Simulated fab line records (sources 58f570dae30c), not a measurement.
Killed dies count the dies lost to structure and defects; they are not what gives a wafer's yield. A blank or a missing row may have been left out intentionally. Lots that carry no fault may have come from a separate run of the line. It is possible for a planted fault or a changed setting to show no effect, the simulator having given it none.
Which tool was responsible? :: flow berkeley cmos170 :: Sampling: 7 lots, 21 wafers, 2 of 331 route steps

WHAT EACH GAUGE READ, for each wafer
UCB170_SDANNEAL_RS_MEAS_04: the measuring method here is four-point-probe.
lot: L440
measured: day 6 18:44
on: film metro-04
PLDD_RS (ohm/sq): 1035.3 1034.9 1037.0

lot: L446
measured: day 8 02:34
on: film metro-03
PLDD_RS (ohm/sq): 1030.3 1034.0 1030.6

lot: L447
measured: day 8 11:20
on: film metro-04
PLDD_RS (ohm/sq): 1085.0 1070.8 1053.5

lot: L448
measured: day 8 18:54
on: film metro-04
PLDD_RS (ohm/sq): 1081.7 1067.4 1043.0

lot: L455
measured: day 10 12:23
on: film metro-01
PLDD_RS (ohm/sq): 1031.4 1032.3 1030.5

lot: L458
measured: day 10 13:16
on: film metro-04
PLDD_RS (ohm/sq): 1034.1 1036.8 1035.3

lot: L462
measured: day 11 17:01
on: film metro-04
PLDD_RS (ohm/sq): 1034.7 1035.7 1032.7

WHICH TOOL RAN EACH LOT (tool, then ch and the chambers of the sampled wafers, then the start)
lot: L440
UCB170_SPACER_ANNEAL_02: furnace-01 ch 0, day 6 13:04

lot: L446
UCB170_SPACER_ANNEAL_02: furnace-03 ch 0, day 7 19:13

lot: L447
UCB170_SPACER_ANNEAL_02: furnace-01 ch 0, day 8 04:58

lot: L448
UCB170_SPACER_ANNEAL_02: furnace-01 ch 0, day 8 12:43

lot: L455
UCB170_SPACER_ANNEAL_02: furnace-02 ch 0, day 10 00:25

lot: L458
UCB170_SPACER_ANNEAL_02: furnace-02 ch 0, day 10 03:25

lot: L462
UCB170_SPACER_ANNEAL_02: furnace-01 ch 0, day 11 07:47
- UCB170_SPACER_ANNEAL_02: time 1800 s.

THE ANSWER, worked out from the rows above alone
Rule: usual is defined by the lots themselves. The widest of any qualifying gaps counts: lots, ordered by their means at a reading, are off when they make up no more than a third of the lots, leave a main group of 4 or more, and stand apart from it by 3 or more times the standard deviation of that group's means. Not used: any main group whose means are identical at the precision the tables above print for the reading. A lot without any number at a reading at which 4 lots or more have one is off too. Any other lot the step has rows for is counted as sound.
Off: L447, L448, at UCB170_SDANNEAL_RS_MEAS_04 (PLDD_RS). For the main group the mean is 1033.7 ohm/sq and the standard deviation 1.8.
If a tool, at a process step before that reading, ran all the lots that are off and no sound lot after the first of them, it fits. Gauges at UCB170_SDANNEAL_RS_MEAS_04: tried the same way as those tools. Of those tried, none fits.

WHAT THE SIMULATOR HAD PUT IN
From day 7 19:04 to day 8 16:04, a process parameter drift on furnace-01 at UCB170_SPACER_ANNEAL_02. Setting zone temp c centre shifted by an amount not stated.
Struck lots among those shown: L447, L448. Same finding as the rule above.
